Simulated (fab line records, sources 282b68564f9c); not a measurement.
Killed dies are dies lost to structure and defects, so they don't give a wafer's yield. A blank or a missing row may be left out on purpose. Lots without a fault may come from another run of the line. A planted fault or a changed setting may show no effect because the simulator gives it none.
Which tool did it? | flow rit_cmos | 7 lots, 21 wafers sampled, at 2 steps of a route of 202

WHAT THE GAUGES READ, wafer by wafer
RIT_SDANNEAL_RS_MEAS_04: measures by four-point-probe.
lot  | measured    | on            | PSD_RS (ohm/sq)
L694 | day 3 08:53 | film_metro-03 | 115.8 115.6 115.8
L696 | day 3 18:08 | film_metro-01 | 116.1 116.2 116.3
L698 | day 4 06:43 | film_metro-03 | 115.5 115.8 115.6
L702 | day 5 03:27 | film_metro-03 | 116.2 116.3 116.3
L705 | day 5 18:53 | film_metro-04 | 116.1 116.3 116.1
L707 | day 6 07:05 | film_metro-03 | 115.3 115.6 115.6
L714 | day 7 16:35 | film_metro-03 | 112.8 112.5 112.9 112.7 112.7 112.9

WHICH TOOL RAN EACH LOT (tool, then ch and the chambers of the sampled wafers, then the start)
lot  | RIT_SDANNEAL_RTA_03
L694 | rtp_anneal-02 ch 0, day 3 08:49
L696 | rtp_anneal-02 ch 0, day 3 18:04
L698 | rtp_anneal-02 ch 0, day 4 06:40
L702 | rtp_anneal-02 ch 0, day 5 03:23
L705 | rtp_anneal-01 ch 0, day 5 18:49
L707 | rtp_anneal-02 ch 0, day 6 07:02
L714 | rtp_anneal-02 ch 0, day 7 16:31
- RIT_SDANNEAL_RTA_03: time 5 s.

THE ANSWER, worked out from the rows above alone
Rule: what is usual is taken from the lots themselves. Put in order of their means at a reading, lots are off if they are a third of the lots or fewer, leave a main group of 4 or more, and stand apart from it by a gap of 3 or more times the standard deviation of the main group's means; of several such gaps the widest counts. A main group whose means are all the same, to the digits that the tables above print for the reading, isn't used. A lot without any number at a reading at which 4 lots or more have one is off too. The other lots that the step has rows for count as sound.
Off: L714, at RIT_SDANNEAL_RS_MEAS_04 (PSD_RS). The main group: mean 115.9 ohm/sq, standard deviation 0.3.
A tool fits if, at a process step before that reading, it ran every lot that is off, and no sound lot after the first of them. The gauges at RIT_SDANNEAL_RS_MEAS_04 are tried like those tools. Can't be told from this: 2 tools fit, rtp_anneal-02 at RIT_SDANNEAL_RTA_03, film_metro-03 at RIT_SDANNEAL_RS_MEAS_04.

WHAT THE SIMULATOR HAD PUT IN
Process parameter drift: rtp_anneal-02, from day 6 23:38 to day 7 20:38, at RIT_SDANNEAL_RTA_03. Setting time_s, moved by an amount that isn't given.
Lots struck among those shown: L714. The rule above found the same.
